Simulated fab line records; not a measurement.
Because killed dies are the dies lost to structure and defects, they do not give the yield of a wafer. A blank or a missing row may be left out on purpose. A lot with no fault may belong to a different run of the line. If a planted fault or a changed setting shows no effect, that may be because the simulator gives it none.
8D (eight disciplines) problem report, filled in by code -- flow berkeley cmos170 -- the parts of the form that need people (team, actions taken, sign-off) are left out

1. THE PROBLEM
Mean of strip time to endpoint s at UCB170_NWELL_STRIP_15: 19.25 s across 6 wafers in 2 lots; on wafers with no fault it is 18.00 s (standard deviation 0.11). Measured from the usual mean, that is +11 standard deviations.
The step: strips in O2.
Seen first at day 4 10:10 on plasma asher-03, wafer L507.1. At this step, 42 wafers from 14 lots have a number in the record. By rule, "out" or "out of limits" means more than 4 standard deviations away from the usual mean. Any other wafer with a number is counted as sound.

2. WHAT IT IS; WHAT IT IS NOT
question,is,is not
which readings at this step,strip time to endpoint s,"drypump motor current A, oes product au"
which lots,"L507, L510","L499, L501, L505, L508, L512, L515, L516, L517, L518, L519, L520, L522"
which wafers of those lots,all that have a number,-
read on which tools,"plasma asher-02, plasma asher-03",plasma asher-04
when,from day 4 10:10,"up to then (12 sound wafers); but 24 sound wafers of L512, L515, L516, L517, L518, L519, L520, L522 came after"

3. SUSPECTS, AND WHAT RULES EACH OUT
Counting: any tool at a process step up to the reading is kept as a suspect provided that every lot that is out went through it and no sound lot did after the first of them.
- litho track-03 at UCB170_NWELL_COAT_07 (resist thk 900 nm): kept. Every lot that is out went through it, starting with L507 (day 4 08:47), and after that it ran no sound lot; the last sound lot it ran before then is L505 (day 3 19:37).
After counting, what remains is litho track-03 at UCB170_NWELL_COAT_07.

4. THE CAUSE (what the simulator had put in)
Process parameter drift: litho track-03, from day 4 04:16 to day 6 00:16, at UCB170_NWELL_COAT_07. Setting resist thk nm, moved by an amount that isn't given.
This tool alone remained once counting was done.

5. THE EFFECT CHAIN, in route order
One row per reading whose mean, taken over the struck wafers that have a number, lies over 3 standard deviations from the usual. Readings are gone through only where the record gives a usual standard deviation; hours: the median, over the lots, of the time from a lot's start at the first step in this table giving one to that lot's start at this step; sigmas: the change measured in usual standard deviations.
hours,step,reading,usual,on struck wafers,change,sigmas
0,UCB170_NWELL_STRIP_15,strip time to endpoint s,18.00 s,19.25,+1.25,+11
Here are the process steps it includes:
- UCB170_NWELL_STRIP_15: strips in O2.
Later measuring or inspecting steps at which every struck wafer that the step has a row for has a number for every such reading, and none has moved that far: UCB170_ACTIVE_THK_MEAS_03, UCB170_ACTIVE_THK_MEAS_06, UCB170_PLDD_CD_MEAS_06.

6. HOW IT WOULD HAVE BEEN CAUGHT EARLIER
6 hours passed between the start of the fault at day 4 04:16 and the first reading out of limits in this record, taken at day 4 10:10.
Among the 2 lots that are out, L510 began UCB170_NWELL_COAT_07 on litho track-03 after day 4 10:10. It would have been spared by a hold on the tool at that moment.
